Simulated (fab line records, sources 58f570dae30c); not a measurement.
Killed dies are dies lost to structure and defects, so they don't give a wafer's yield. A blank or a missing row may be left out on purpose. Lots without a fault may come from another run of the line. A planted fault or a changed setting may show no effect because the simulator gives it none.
A struck lot beside a sound one | flow berkeley_cmos170 | 14 steps out of a route of 331
Sound: wafers L372.1, L372.2, L372.3. Struck: wafers L387.2, L387.3, L387.4. The cause comes at the end.
At each step with rows: each side's tool, then ch and its chambers, then its first start. Under that, the readings that differ: sound wafers | struck wafers | difference of the means | sigmas: that difference in standard deviations of wafers without a fault.
alike: readings whose means differ by less than 2 such deviations, and words and numbers that are the same on both sides. not compared: withheld readings, readings that some wafer has no value for, bounds like >300 that may hide the same value, and numbers for which the record gives no deviation and whose values overlap.
The two part at a step that has a row with sigmas, a row that says differs or no value, or rows on one side only. Numbers that don't overlap but have no deviation are shown without sigmas and don't part them. A reading that every wafer of one side lacks parts them only if that side has two wafers or more.

first, 4 steps without rows for these wafers: UCB170_PVT_SOFTBAKE_02 (time 60 s); UCB170_PVT_EXPOSE_03 (exposes mask NWELL, target cd 3000 nm); UCB170_PVT_PEB_04; UCB170_PVT_DEVELOP_05 (develop time 45 s).
UCB170_PVT_OVL_MEAS_06:
  sound on overlay-01, day 6 04:55; struck on overlay-02, day 9 15:34
  alike: PVT_OVL
then, 1 step without rows for these wafers: UCB170_PVT_IMPLANT_07.
UCB170_PVT_STRIP_08: strips in O2.
  sound on plasma_asher-03 ch 0,1, day 6 05:06; struck on plasma_asher-01 ch 0,1, day 9 15:44
  alike: drypump_motor_current_A, o2_flow_sccm, oes_product_au, strip_time_to_endpoint_s
  not compared: rf_hours_counter_h
UCB170_PVT_TW_MEAS_09:
  sound on film_metro-02, day 6 05:12; struck on film_metro-01, day 9 15:51
  alike: PVT_TW
then, 1 step without rows for these wafers: UCB170_GATE_WET_ETCH_00 (etches SiO2 in dHF, time 200 s).
UCB170_FIELD_THK_MEAS_91:
  sound on film_metro-01, day 6 05:20; struck on film_metro-02, day 9 15:58
  alike: FIELD_OXIDE_LEFT_2_THK
then, 1 step without rows for these wafers: UCB170_GATE_OXIDATION_01 (target thk 6.6 nm, ox time 1800 s).
UCB170_GATE_THK_MEAS_02:
  sound on film_metro-01, day 6 07:46; struck on film_metro-02, day 9 19:37
  alike: GATE_OXIDE_THK
UCB170_GATE_ANNEAL_03: time 1800 s.
  sound on furnace-03 ch 0, day 6 08:26; struck on furnace-04, day 9 21:26
  no value came back on the struck wafers for spike_tc_centre_C (C), spike_tc_load_C (C), zone_power_load_pct (%); on the sound wafers spike_tc_centre_C (C) reads 902.2 901.9 903.4
then, 1 step without rows for these wafers: UCB170_GATE_CVD_04 (deposits poly-Si from SiH4, time 1440 s, target thk 214 nm).

WHERE THEY PART
Only at UCB170_GATE_ANNEAL_03, within this record.

WHY: what the simulator had put in
Skipped step whole: furnace-04, from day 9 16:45 on, at UCB170_GATE_ANNEAL_03. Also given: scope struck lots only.
